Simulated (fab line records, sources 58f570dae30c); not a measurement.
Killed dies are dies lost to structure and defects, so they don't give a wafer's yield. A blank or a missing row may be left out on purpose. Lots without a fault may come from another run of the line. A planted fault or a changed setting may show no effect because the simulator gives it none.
Split-lot experiment | flow berkeley_cmos170 | 5 lots, 23 wafers read, on a route of 331 steps

THE SPLIT
At UCB170_ZERO_COAT_01 (resist thk 900 nm), the setting resist_thk_nm was moved away from the recipe's 900 nm on 10 of the 23 wafers read, by -2.4% to +5.6%. The other wafers ran this setting at the recipe's value.

The reading is taken at the split's own step.

THE READING
KrF_of_ZERO_COAT_01.thk_nm (the simulator's own value, which no gauge read), in nm, at UCB170_ZERO_COAT_01 (resist thk 900 nm). The file gives no usual value for it. The 13 wafers here that ran the recipe average 902.1 nm, standard deviation 3.9 nm.

wafer  | tool, chamber at the split | resist_thk_nm as run, nm | against the recipe | KrF_of_ZERO_COAT_01.thk_nm, nm | against lot-mates on the recipe
L075.2 | litho_track-04, 0          | 914.7                    | +1.6%              | 914.1                          | +17.4
L075.3 | litho_track-04, 0          | 900                      | recipe             | 896.1                          | -
L075.4 | litho_track-04, 0          | 900                      | recipe             | 896.7                          | -
L075.5 | litho_track-04, 0          | 914.7                    | +1.6%              | 911.4                          | +14.7
L075.6 | litho_track-04, 0          | 900                      | recipe             | 897.4                          | -
L076.1 | litho_track-04, 0          | 882.5                    | -1.9%              | 883.5                          | -19.2
L076.2 | litho_track-04, 0          | 900                      | recipe             | 903.7                          | -
L076.3 | litho_track-04, 0          | 900                      | recipe             | 901.7                          | -
L076.4 | litho_track-04, 0          | 882.5                    | -1.9%              | 883.7                          | -19.0
L076.5 | litho_track-04, 0          | 882.5                    | -1.9%              | 887.2                          | -15.5
L077.1 | litho_track-02, 0          | 900                      | recipe             | 902.8                          | -
L077.2 | litho_track-02, 0          | 900                      | recipe             | 900                            | -
L077.3 | litho_track-02, 0          | 900                      | recipe             | 898.7                          | -
L077.4 | litho_track-02, 0          | 950.8                    | +5.6%              | 951.5                          | +51.0
L077.5 | litho_track-02, 0          | 950.8                    | +5.6%              | 955.6                          | +55.1
L081.1 | litho_track-01, 0          | 878                      | -2.4%              | 883.4                          | -22.6
L081.2 | litho_track-01, 0          | 878                      | -2.4%              | 882.6                          | -23.4
L081.4 | litho_track-01, 0          | 878                      | -2.4%              | 881.9                          | -24.1
L081.5 | litho_track-01, 0          | 900                      | recipe             | 905.1                          | -
L081.6 | litho_track-01, 0          | 900                      | recipe             | 906.8                          | -
L085.1 | litho_track-02, 0          | 900                      | recipe             | 907.7                          | -
L085.2 | litho_track-02, 0          | 900                      | recipe             | 903.9                          | -
L085.3 | litho_track-02, 0          | 900                      | recipe             | 906.9                          | -

THE FIT
A straight line over all 23 wafers: KrF_of_ZERO_COAT_01.thk_nm changes by +8.74 nm for each +1% of resist_thk_nm; r = +0.98; the points scatter about the line by 3.5 nm.
The same after taking each lot's own level away (the mean of its wafers on the recipe; 23 wafers): +9.42 nm for each +1%; r = +1.00; scatter 1.5 nm.
On that fit, the largest move of resist_thk_nm shifts the reading by 53 nm.
The lots' own levels span 896.73 to 906.17 nm, that is 2.4 times the standard deviation above.
So the lot-to-lot level changes the slope little: the two slopes agree.
Check: with one of the wafers moved furthest among these (+5.6%) left out of the fit, the line predicts +54.5 nm for it against its lot-mates. It came out at +51 nm against them.

OTHER SPLITS ON THESE WAFERS
These wafers also went through other splits before the reading. Each is held against what the fit with the lots' levels taken away leaves over:
other split on the same wafers   | wafers away from the commonest value | r with KrF_of_ZERO_COAT_01.thk_nm (lot level and that fit taken away)
UCB170_START_OXIDATION_02 temp_c | 15                                   | +0.02

THE WHOLE CHAIN: every reading that the file lists as answering this split, in the file's order
step                 | what it does      | reading                                                                     | change (the file's fit)              | r (the file's)
UCB170_ZERO_COAT_01  | resist thk 900 nm | KrF_of_ZERO_COAT_01.thk_nm (the simulator's own value, which no gauge read) | +9.43 nm for each +1% of the setting | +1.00
UCB170_ZERO_STRIP_07 | strips in O2      | strip_time_to_endpoint_s                                                    | withheld for each +1% of the setting | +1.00

THE FILE'S OWN FIT
KrF_of_ZERO_COAT_01.thk_nm changes by +9.43 nm for each +1% of resist_thk_nm, r = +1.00.
